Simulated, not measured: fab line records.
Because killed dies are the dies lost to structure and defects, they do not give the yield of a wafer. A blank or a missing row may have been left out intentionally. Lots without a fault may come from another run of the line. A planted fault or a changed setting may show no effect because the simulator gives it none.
fab line records -- flow rit_cmos
record: lots: 14, wafers: 42, last_day: 7
route steps=202 shown SPACER@128 M1@202
lots that met no fault: taken from a fault-free run of the same line
start_h: hours from the record's opening day to when the first of the lot's shown wafers began -- wait_h: how many hours have passed since the lot's step before this one -- " unchanged from the row above -- L1.1+2: several wafers, shown together as one row -- - no value, or no start was given -- * or withheld: withheld -- < > ~ a bound
route shown NAME@n: NAME is a module with steps in the file, n the number in the route of the first one -- usual: mean/standard deviation of fault-free wafers -- same: alike in all rows -- chamber/n: place in a boat -- sites: each site's reading -- _std_site: how widely they spread, as a standard deviation -- _edge_site: mean of outer sites minus mean of inner sites -- radius_mm: how far each site lies from the wafer's centre -- mask NAME#n: copy n -- behind: tool/chamber where the wafer was last shaped -- hold: the reason the lot was held/the length of the hold in hours/how it ended -- device: the n, p or np transistor that did not switch -- end of line: tests run on the same wafers once the route is complete -- where a step has no rows: the recipe by itself -- killed: at the first sort, the dies lost to defects and structure; wafer yield is something else -- map: a wafer's dies, marking killed ones x, the rest . and places with no die _
set.NAME: setting as actually run; set.NAME@STEP: the setting as run at that earlier step -- model.NAME: the simulator's own value behind a step, which no gauge read
route steps across a sampled set of lots; one table per step, one row per wafer
services: when a tool's chamber went out of use (start_h, in hours from the record's first day, below 0 if earlier), for how many hours, and the reason
== steps ==
step: RIT_SPACER_CVD_03
recipe: material: Si3N4, target_thk_nm: 250, temp_c: 810, precursor: SiH2Cl2/NH3, time_s: 3300, pressure_mtorr: 300, sih2cl2_flow_sccm: 60, nh3_flow_sccm: 150
usual: sih2cl2_flow_sccm: 60.01/0.18, spike_tc_centre_C: 811.3/1.1, spike_tc_load_C: 836.8/2.2, spike_tc_source_C: 833.0/2.2, susceptor_temp_C: 810.0/0.36, zone_power_load_pct: 22.7/0.45, zone_power_source_pct: 20.6/1.3
same: time_s: 3300
lot.wafer,tool,chamber,start_h,wait_h,sih2cl2_flow_sccm,spike_tc_centre_C,spike_tc_load_C,spike_tc_source_C,susceptor_temp_C,zone_power_load_pct,zone_power_source_pct
L755.1,lpcvd-01,1,48.36,0.0,60.34,812.5,838.8,835.0,810.0,22.8,19.5
L755.2,lpcvd-01,1,48.36,0.0,60.11,810.4,837.8,833.5,810.3,23.3,19.3
L755.5,lpcvd-01,1,48.36,0.0,60.05,812.4,837.0,834.4,810.4,23.0,19.5
L757.1,lpcvd-01,1,55.58,0.0,59.76,812.0,840.1,832.4,809.6,23.0,19.4
L757.2,lpcvd-01,1,55.58,0.0,59.84,811.8,836.3,833.4,809.9,23.1,19.6
L757.6,lpcvd-01,1,55.58,0.0,59.79,810.8,839.2,834.0,810.3,23.1,19.5
L758.3,lpcvd-01,1,59.39,0.0,60.21,812.4,839.0,833.1,810.6,23.0,19.8
L758.5,lpcvd-01,1,59.39,0.0,60.17,812.0,839.6,833.4,810.4,23.3,19.6
L758.6,lpcvd-01,1,59.39,0.0,60.17,811.6,840.1,832.5,809.9,22.8,19.7
L760.1,lpcvd-01,1,72.10,1.2,60.09,812.0,839.4,833.1,810.0,23.0,19.3
L760.2,lpcvd-01,1,72.10,1.2,60.11,810.5,838.1,835.0,810.2,23.1,19.4
L760.5,lpcvd-01,1,72.10,1.2,60.01,812.9,839.0,833.5,809.7,22.7,19.6
L761.2,lpcvd-02,1,81.38,0.0,59.78,810.3,831.4,830.7,809.4,23.7,22.8
L761.3,lpcvd-02,1,81.38,0.0,60.17,809.3,834.0,831.6,809.8,22.7,23.1
L761.6,lpcvd-02,1,81.38,0.0,59.91,810.0,834.7,830.9,809.6,23.1,23.1
L762.1,lpcvd-01,0,85.25,1.1,59.92,811.8,836.4,830.5,809.6,22.2,21.9
L762.2,lpcvd-01,0,85.25,1.1,60.15,810.8,836.9,830.6,810.3,22.0,22.3
L762.5,lpcvd-01,0,85.25,1.1,59.72,810.8,836.8,830.7,810.1,22.4,21.9
L763.2,lpcvd-01,1,85.25,0.8,60.23,812.1,839.2,833.8,809.8,23.0,19.7
L763.3,lpcvd-01,1,85.25,0.8,60.45,813.0,837.8,836.3,810.8,22.9,19.7
L763.5,lpcvd-01,1,85.25,0.8,60.26,811.6,838.6,833.5,810.2,23.0,19.8
L766.2,lpcvd-01,1,104.19,0.0,60.27,811.9,836.8,834.5,810.0,23.2,19.5
L766.5,lpcvd-01,1,104.19,0.0,60.14,812.8,838.4,833.0,810.2,23.3,19.6
L766.6,lpcvd-01,1,104.19,0.0,59.75,812.4,838.5,832.7,810.1,22.9,19.6
L767.4,lpcvd-02,0,107.98,0.0,60.11,812.8,834.9,836.8,809.5,22.5,20.2
L767.5,lpcvd-02,0,107.98,0.0,60.46,809.5,837.0,836.5,810.0,22.3,19.4
L767.6,lpcvd-02,0,107.98,0.0,60.32,810.4,833.8,833.3,810.2,22.4,19.7
L768.1,lpcvd-01,1,115.72,0.0,59.82,812.2,839.1,833.2,810.3,23.1,19.6
L768.4,lpcvd-01,1,115.72,0.0,60.18,811.7,839.7,833.8,810.2,22.8,19.6
L768.6,lpcvd-01,1,115.72,0.0,60.09,810.8,837.3,834.0,810.3,23.0,19.7
L770.1,lpcvd-02,0,121.33,0.0,60.25,811.6,834.9,836.3,809.6,22.5,19.6
L770.5,lpcvd-02,0,121.33,0.0,60.08,812.0,834.6,836.7,809.7,22.3,19.9
L770.6,lpcvd-02,0,121.33,0.0,60.10,810.5,835.9,834.7,809.8,22.7,19.8
L771.1,lpcvd-01,0,126.42,1.1,59.99,931.4,960.2,953.6,929.9,30.4,30.5
L771.3,lpcvd-01,0,126.42,1.1,59.88,931.5,960.0,951.3,930.4,30.3,30.5
L771.5,lpcvd-01,0,126.42,1.1,60.01,931.7,960.1,952.4,930.0,30.4,29.8
L773.3,lpcvd-01,0,141.85,0.0,60.22,931.3,959.2,951.2,931.3,30.4,30.5
L773.4,lpcvd-01,0,141.85,0.0,60.01,929.9,958.7,951.9,930.9,30.6,29.9
L773.5,lpcvd-01,0,141.85,0.0,60.18,930.9,958.7,951.7,931.1,30.2,30.0
L778.1,lpcvd-02,1,163.48,0.0,59.96,808.4,832.7,831.6,809.6,23.0,23.3
L778.3,lpcvd-02,1,163.48,0.0,59.78,811.1,833.8,830.5,809.6,23.2,23.4
L778.4,lpcvd-02,1,163.48,0.0,59.90,808.9,833.1,831.3,809.7,23.6,23.3
step: RIT_SPACER_THK_MEAS_04
recipe: reads: Si3N4_of_SPACER_CVD_03
usual: SPACER_NITRIDE_THK: 251.2/2.4
lot.wafer,tool,chamber,start_h,wait_h,SPACER_NITRIDE_THK[nm]
L755.1,film_metro-02,-,51.23,0.0,253.4
L755.2,film_metro-02,-,51.23,0.0,253.6
L755.5,film_metro-02,-,51.23,0.0,253.3
L757.1,film_metro-03,-,57.50,0.0,251.5
L757.2,film_metro-03,-,57.50,0.0,249.6
L757.6,film_metro-03,-,57.50,0.0,252.4
L758.3,film_metro-01,-,61.33,0.0,249.1
L758.5,film_metro-01,-,61.33,0.0,249.1
L758.6,film_metro-01,-,61.33,0.0,250.4
L760.1,film_metro-03,-,74.02,0.0,254.7
L760.2,film_metro-03,-,74.02,0.0,255.0
L760.5,film_metro-03,-,74.02,0.0,254.0
L761.2,film_metro-03,-,83.31,0.0,247.4
L761.3,film_metro-03,-,83.31,0.0,249.3
L761.6,film_metro-03,-,83.31,0.0,248.5
L762.1,film_metro-01,-,87.17,0.0,253.6
L762.2,film_metro-01,-,87.17,0.0,251.4
L762.5,film_metro-01,-,87.17,0.0,252.0
L763.2,film_metro-02,-,87.18,0.0,249.5
L763.3,film_metro-02,-,87.18,0.0,250.2
L763.5,film_metro-02,-,87.18,0.0,249.1
L766.2,film_metro-03,-,107.08,0.0,252.9
L766.5,film_metro-03,-,107.08,0.0,250.5
L766.6,film_metro-03,-,107.08,0.0,252.2
L767.4,film_metro-02,-,109.92,0.0,250.1
L767.5,film_metro-02,-,109.92,0.0,251.0
L767.6,film_metro-02,-,109.92,0.0,246.8
L768.1,film_metro-01,-,117.64,0.0,252.4
L768.4,film_metro-01,-,117.64,0.0,256.9
L768.6,film_metro-01,-,117.64,0.0,253.8
L770.1,film_metro-02,-,123.25,0.0,253.5
L770.5,film_metro-02,-,123.25,0.0,254.7
L770.6,film_metro-02,-,123.25,0.0,254.3
L771.1,film_metro-02,-,128.33,0.0,421.4
L771.3,film_metro-02,-,128.33,0.0,422.8
L771.5,film_metro-02,-,128.33,0.0,421.8
L773.3,film_metro-01,-,143.78,0.0,422.8
L773.4,film_metro-01,-,143.78,0.0,421.9
L773.5,film_metro-01,-,143.78,0.0,421.4
L778.1,film_metro-03,-,165.40,0.0,252.1
L778.3,film_metro-03,-,165.40,0.0,253.8
L778.4,film_metro-03,-,165.40,0.0,250.4
step: RIT_SPACER_ETCHBACK_05
recipe: target_depth_a: 2500, SF6_flow_sccm: 30, CHF3_flow_sccm: 30, target: Si3N4, chemistry: SF6/CHF3, pressure_mtorr: 40, rf_w: 250, time_s: 240, stop_on: SiO2
usual: SF6_flow_sccm: 30.00/0.086, drypump_motor_current_A: 5.7/0.5, oes_product_au: 0.850/0.01, throttle_valve_pct: 10.29/0.12
same: time_s: 240
lot.wafer,tool,chamber,start_h,wait_h,SF6_flow_sccm,drypump_motor_current_A,oes_product_au,rf_hours_counter_h,throttle_valve_pct
L755.1,rie_diel-02,1,51.29,0.1,30.04,5.4,0.868,86,10.47
L755.2,rie_diel-02,0,51.29,0.1,29.94,6.1,0.863,5,10.12
L755.5,rie_diel-02,1,51.29,0.1,30.05,5.4,0.859,-,10.46
L757.1,rie_diel-04,2,57.56,0.1,30.03,4.9,0.836,58,10.31
L757.2,rie_diel-04,0,57.56,0.1,30.01,5.3,0.842,148,10.27
L757.6,rie_diel-04,3,57.56,0.1,29.76,5.7,0.847,-,10.46
L758.3,rie_diel-02,3,61.37,0.0,30.05,6.4,0.844,18,10.22
L758.5,rie_diel-02,1,61.37,0.0,30.03,5.4,0.852,-,10.44
L758.6,rie_diel-02,0,61.37,0.0,30.04,6.1,0.855,-,10.13
L760.1,rie_diel-02,0,74.08,0.1,30.01,6.1,0.872,5,10.15
L760.2,rie_diel-02,1,74.08,0.1,30.05,5.4,0.867,87,10.45
L760.5,rie_diel-02,2,74.08,0.1,30.10,5.2,0.843,-,10.19
L761.2,rie_diel-02,2,83.36,0.0,30.03,5.2,0.837,10,10.19
L761.3,rie_diel-02,3,83.36,0.0,29.92,6.4,0.849,18,10.22
L761.6,rie_diel-02,0,83.36,0.0,30.02,6.1,0.857,-,10.14
L762.1,rie_diel-03,3,87.23,0.1,29.98,6.7,0.856,28,10.14
L762.2,rie_diel-03,2,87.23,0.1,30.01,5.3,0.841,68,10.20
L762.5,rie_diel-03,1,87.23,0.1,30.03,6.0,0.842,-,10.31
L763.2,rie_diel-04,0,87.23,0.0,29.76,5.3,0.836,149,10.27
L763.3,rie_diel-04,2,87.23,0.0,30.01,4.8,0.843,59,10.32
L763.5,rie_diel-04,2,87.23,0.0,29.99,4.8,0.836,-,10.32
L766.2,rie_diel-04,1,107.13,0.0,29.98,5.8,0.873,100,10.47
L766.5,rie_diel-04,1,107.13,0.0,30.04,5.8,0.860,-,10.47
L766.6,rie_diel-04,0,107.13,0.0,30.04,5.3,0.850,-,10.26
L767.4,rie_diel-03,0,109.95,0.0,30.14,6.1,0.854,151,10.27
L767.5,rie_diel-03,1,109.95,0.0,30.06,6.0,0.846,-,10.29
L767.6,rie_diel-03,0,109.95,0.0,30.01,6.1,0.848,-,10.28
L768.1,rie_diel-03,2,117.70,0.1,29.93,5.3,0.849,68,10.21
L768.4,rie_diel-03,3,117.70,0.1,30.07,6.7,0.873,29,10.14
L768.6,rie_diel-03,0,117.70,0.1,30.02,6.1,0.858,-,10.27
L770.1,rie_diel-02,1,123.31,0.1,30.12,5.4,0.863,88,10.46
L770.5,rie_diel-02,2,123.31,0.1,29.97,5.2,0.848,-,10.18
L770.6,rie_diel-02,1,123.31,0.1,29.88,5.3,0.868,-,10.46
L771.1,rie_diel-04,0,128.39,0.1,29.98,5.3,1.011,150,10.31
L771.3,rie_diel-04,2,128.39,0.1,29.99,4.8,1.017,59,10.38
L771.5,rie_diel-04,0,128.39,0.1,30.06,5.3,1.008,-,10.31
L773.3,rie_diel-02,3,143.82,0.0,29.95,6.4,1.022,19,10.25
L773.4,rie_diel-02,0,143.82,0.0,30.00,6.1,1.029,7,10.20
L773.5,rie_diel-02,0,143.82,0.0,30.05,6.1,1.042,-,10.19
L778.1,rie_diel-04,2,165.46,0.1,29.98,4.8,0.848,60,10.32
L778.3,rie_diel-04,3,165.46,0.1,29.93,5.7,0.848,99,10.43
L778.4,rie_diel-04,1,165.46,0.1,29.86,5.8,0.862,-,10.48
step: RIT_M1_PROBE_99
usual: killed_at_contacts: 0.1/0.28, killed_at_front_end: 7.0/2.9, killed_dies: 7.0/2.9, killed_on_rim: 1.8/1.4, killed_open: 3.4/2.1, killed_short: 3.6/1.7
same: gross_dies: 264, killed_at_M0_to_M3: 0, killed_at_M4_up: 0, killed_at_back_side: 0, killed_at_other: 0
lot.wafer,tool,chamber,start_h,wait_h,killed_at_contacts,killed_at_front_end,killed_dies,killed_on_rim,killed_open,killed_short
L761.2,prober-01,-,94.59,0.1,0,11,11,4,6,5
L761.3,prober-01,-,94.64,0.2,0,10,10,4,5,5
L761.6,prober-01,-,94.79,0.2,0,8,8,5,3,5
L763.2,prober-01,-,99.97,0.1,1,4,5,1,2,3
L763.3,prober-01,-,100.02,0.2,0,7,7,1,1,6
L763.5,prober-01,-,100.12,0.2,0,6,6,3,4,2
L771.1,prober-01,-,139.45,0.1,0,264,264,70,5,2
L771.3,prober-01,-,139.55,0.2,0,264,264,70,1,4
L771.5,prober-01,-,139.65,0.2,0,264,264,70,7,2
L773.3,prober-02,-,155.64,0.2,0,264,264,70,1,3
L773.4,prober-02,-,155.69,0.2,0,264,264,70,1,3
L773.5,prober-02,-,155.74,0.2,0,264,264,70,4,5
killed by level:class
L761.2 GATE:geometric_particle:open=4 GATE:geometric_particle:short=4 FOX1:geometric_particle:short=1 SPACER:geometric_particle:open=1 SILICIDE:geometric_particle:open=1
L761.3 GATE:geometric_particle:open=5 GATE:geometric_particle:short=3 REOX:geometric_particle:short=1 SPACER:geometric_particle:short=1
L761.6 FOX1:geometric_particle:open=2 GATE:geometric_particle:short=2 FOX1:geometric_particle:short=1 GATE:geometric_particle:open=1 SPACER:geometric_particle:short=1 SILICIDE:geometric_particle:short=1
L763.2 GATE:geometric_particle:short=2 GATE:geometric_particle:open=1 SPACER:geometric_particle:short=1 CONTACT:geometric_particle:open=1
L763.3 GATE:geometric_particle:short=2 SILICIDE:geometric_particle:short=2 FOX1:geometric_particle:short=1 GATE:geometric_particle:open=1 REOX:geometric_particle:short=1
L763.5 GATE:geometric_particle:open=3 SPACER:geometric_particle:short=2 SPACER:geometric_particle:open=1
L771.1 SPACER:area_etchback=257 FOX2:geometric_particle:short=2 GATE:geometric_particle:open=2 FOX2:geometric_particle:open=1 SPACER:geometric_particle:open=1 SILICIDE:geometric_particle:open=1
L771.3 SPACER:area_etchback=259 FOX1:geometric_particle:short=1 FOX2:geometric_particle:short=1 GATE:geometric_particle:open=1 SPACER:geometric_particle:short=1 SILICIDE:geometric_particle:short=1
L771.5 SPACER:area_etchback=255 GATE:geometric_particle:open=3 FOX2:geometric_particle:open=2 FOX1:geometric_particle:open=1 GATE:geometric_particle:short=1 SPACER:geometric_particle:open=1 SILICIDE:geometric_particle:short=1
L773.3 SPACER:area_etchback=260 FOX1:geometric_particle:short=1 FOX2:geometric_particle:short=1 REOX:geometric_particle:open=1 REOX:geometric_particle:short=1
L773.4 SPACER:area_etchback=260 FOX1:geometric_particle:short=1 FOX2:geometric_particle:short=1 GATE:geometric_particle:short=1 GATE:geometric_particle:open=1
L773.5 SPACER:area_etchback=255 GATE:geometric_particle:open=2 GATE:geometric_particle:short=2 FOX1:geometric_particle:short=1 FOX1:geometric_particle:open=1 FOX2:geometric_particle:open=1 FOX2:geometric_particle:short=1 SPACER:geometric_particle:short=1
== services ==
tool,chamber,start_h,hours,kind
lpcvd-02,-,77.87,0.9,repair
rie_diel-02,0,79.37,2.1,repair
rie_diel-04,2,122.30,1.8,repair
rie_diel-03,0,137.08,-,clean
rie_diel-03,0,137.08,21.5,scheduled_down
rie_diel-03,0,137.08,21.5,vent_cycle
rie_diel-04,0,148.42,-,clean
rie_diel-04,0,148.42,22.8,scheduled_down
rie_diel-04,0,148.42,22.8,vent_cycle
== key ==
first_sign: step: RIT_SPACER_CVD_03, reading: susceptor_temp_C, direction: up, sigmas: 99+, usual: *, struck: *
effect: step: RIT_SPACER_CVD_03, reading: spike_tc_centre_C, direction: up, sigmas: 99+, usual: 811.3, struck: 931.1
effect: step: RIT_SPACER_THK_MEAS_04, reading: SPACER_NITRIDE_THK, direction: up, sigmas: 71, usual: 251.2, struck: 422.0
effect: step: RIT_SPACER_ETCHBACK_05, reading: oes_product_au, direction: up, sigmas: 17, usual: 0.850, struck: 1.022
effect: step: RIT_M1_PROBE_99, reading: killed_dies, direction: up, sigmas: 88, usual: 7.0, struck: 264
more_kills_born_at: RIT_SPACER_ETCHBACK_05@rie_diel-02: 775, RIT_SPACER_ETCHBACK_05@rie_diel-04: 771
met_at RIT_SPACER_CVD_03
struck_lots L771,L773
struck_wafers L771.1,L771.3,L771.5,L773.3,L773.4,L773.5
later_rows_left_out L771.1,L771.3,L771.5,L773.3,L773.4,L773.5
tester_left_out L771,L773
onset_between 85.25 126.42
fault: kind: process_parameter_drift, tool: lpcvd-01, chamber: 0, onset_h: 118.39, steps: RIT_SPACER_CVD_03, channel: temp_c, offset: *, shape: step, end_h: 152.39, acts_in: *, stated: *
tester_left_out: of these lots the tester's yield and bins aren't shown, on N5 and GAA mostly nor the transistor test; their killed dies are dies lost to structure and defects alone, not to doping, threshold or leakage, so they don't give the yield
later_rows_left_out: the simulator's readings of these wafers behind a module that went badly wrong aren't trusted and aren't shown, but for the sort
